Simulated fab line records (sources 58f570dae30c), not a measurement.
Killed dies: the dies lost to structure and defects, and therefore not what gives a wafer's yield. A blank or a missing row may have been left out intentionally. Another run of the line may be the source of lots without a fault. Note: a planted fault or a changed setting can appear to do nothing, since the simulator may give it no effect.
Split-lot experiment | flow berkeleyCmos170 | on a route of 331 steps: 5 lots, 23 wafers read

## SPLIT DETAILS
At UCB170_M3_METAL_ETCH_18 (etches Al in Cl2/BCl3, stops on SiO2, target depth 1170 nm, time 195 s), the setting timeS was moved away from the recipe's 195 s on 8 of the 23 wafers read, by -13.2% to +5.0%. This setting was run at the recipe's value on the other wafers.

The file shows no step between the split and the reading.

## THE READING
oesProductAu, in a.u., at UCB170_M3_STRIP_19 (strips in O2). A value of 0.530 a.u. with a standard deviation of 0.0088 a.u. is what fault-free wafers of this fab line usually give.

wafer  | tool, chamber at the split | timeS as run, s | against the recipe | oesProductAu, a.u. | against lot-mates on the recipe
L074.2 | rieMetal-02, 0             | 195             | recipe             | 0.533              | -
L074.4 | rieMetal-02, 0             | 195             | recipe             | 0.538              | -
L074.5 | rieMetal-02, 1             | 195             | recipe             | 0.537              | -
L078.1 | rieMetal-02, 0             | 169.2           | -13.2%             | 0.636              | +0.100
L078.2 | rieMetal-02, 1             | 169.2           | -13.2%             | 0.633              | +0.097
L078.3 | rieMetal-02, 1             | 169.2           | -13.2%             | 0.622              | +0.086
L078.4 | rieMetal-02, 0             | 195             | recipe             | 0.541              | -
L078.6 | rieMetal-02, 1             | 195             | recipe             | 0.531              | -
L079.1 | rieMetal-04, 1             | 195             | recipe             | 0.521              | -
L079.2 | rieMetal-04, 0             | 195             | recipe             | 0.529              | -
L079.3 | rieMetal-04, 1             | 195             | recipe             | 0.519              | -
L079.4 | rieMetal-04, 0             | 195             | recipe             | 0.527              | -
L079.6 | rieMetal-04, 0             | 195             | recipe             | 0.532              | -
L085.1 | rieMetal-01, 0             | 195             | recipe             | 0.523              | -
L085.2 | rieMetal-01, 1             | 186.9           | -4.2%              | 0.563              | +0.048
L085.3 | rieMetal-01, 0             | 195             | recipe             | 0.511              | -
L085.4 | rieMetal-01, 1             | 186.9           | -4.2%              | 0.564              | +0.049
L085.5 | rieMetal-01, 0             | 195             | recipe             | 0.511              | -
L082.1 | rieMetal-02, 0             | 195             | recipe             | 0.528              | -
L082.3 | rieMetal-02, 0             | 204.8           | +5.0%              | 0.500              | -0.030
L082.4 | rieMetal-02, 1             | 204.8           | +5.0%              | 0.491              | -0.039
L082.5 | rieMetal-02, 1             | 195             | recipe             | 0.533              | -
L082.6 | rieMetal-02, 0             | 204.8           | +5.0%              | 0.501              | -0.029

THE FIT
A straight line over all 23 wafers: oesProductAu changes by -0.00751 a.u. for each +1% of timeS; r = -0.98; the points scatter about the line by 0.0084 a.u.
The same after taking each lot's own level away (the mean of its wafers on the recipe; 23 wafers): -0.00722 a.u. for each +1%; r = -0.98; scatter 0.0072 a.u.
Per that fit: largest timeS move, reading shift of 0.095 a.u.
Across the lots, their own levels run from 0.5150 to 0.5360 a.u., a range of 2.4 times the standard deviation given above.
Hence the lot-to-lot level has little effect on the slope; both slopes agree.
Check: +0.0963 a.u. against its lot-mates is what the line predicts for one of the wafers moved furthest among these (-13.2%) when that wafer is left out of the fit. Against them it came out at +0.1 a.u.

## FURTHER SPLITS ON THESE WAFERS
Before the reading, these wafers also passed through other splits. Each is held against what the fit with the lots' levels taken away leaves over:
other split on the same wafers | wafers away from the commonest value | r with oesProductAu (lot level and that fit taken away)
UCB170_V1_EXPOSE_09 doseMj     | 10                                   | +0.39
UCB170_V1_ETCH_14 timeS        | 5                                    | -0.01
UCB170_M2_METAL_ETCH_18 timeS  | 11                                   | -0.38
UCB170_V2_ETCH_14 timeS        | 8                                    | -0.03
UCB170_M3_COAT_05 resistThkNm  | 10                                   | -0.04

## THE WHOLE CHAIN: every reading that the file lists as answering this split, in the file's order
step                    | what it does                                                           | reading                                                                  | change (the file's fit)                  | r (the file's)
UCB170_M3_METAL_ETCH_18 | etches Al in Cl2/BCl3, stops on SiO2, target depth 1170 nm, time 195 s | KrF_of_M3_COAT_10.thkNm (the simulator's own value, which no gauge read) | -7.33 nm for each +1% of the setting     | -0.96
UCB170_M3_METAL_ETCH_18 | etches Al in Cl2/BCl3, stops on SiO2, target depth 1170 nm, time 195 s | SiO2_of_V2_CVD_00.thkNm (the simulator's own value, which no gauge read) | -0.645 nm for each +1% of the setting    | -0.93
UCB170_M3_STRIP_19      | strips in O2                                                           | oesProductAu                                                             | -0.0074 a.u. for each +1% of the setting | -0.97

## THE FILE'S OWN FIT
oesProductAu changes by -0.0074 a.u. for each +1% of timeS, r = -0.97.
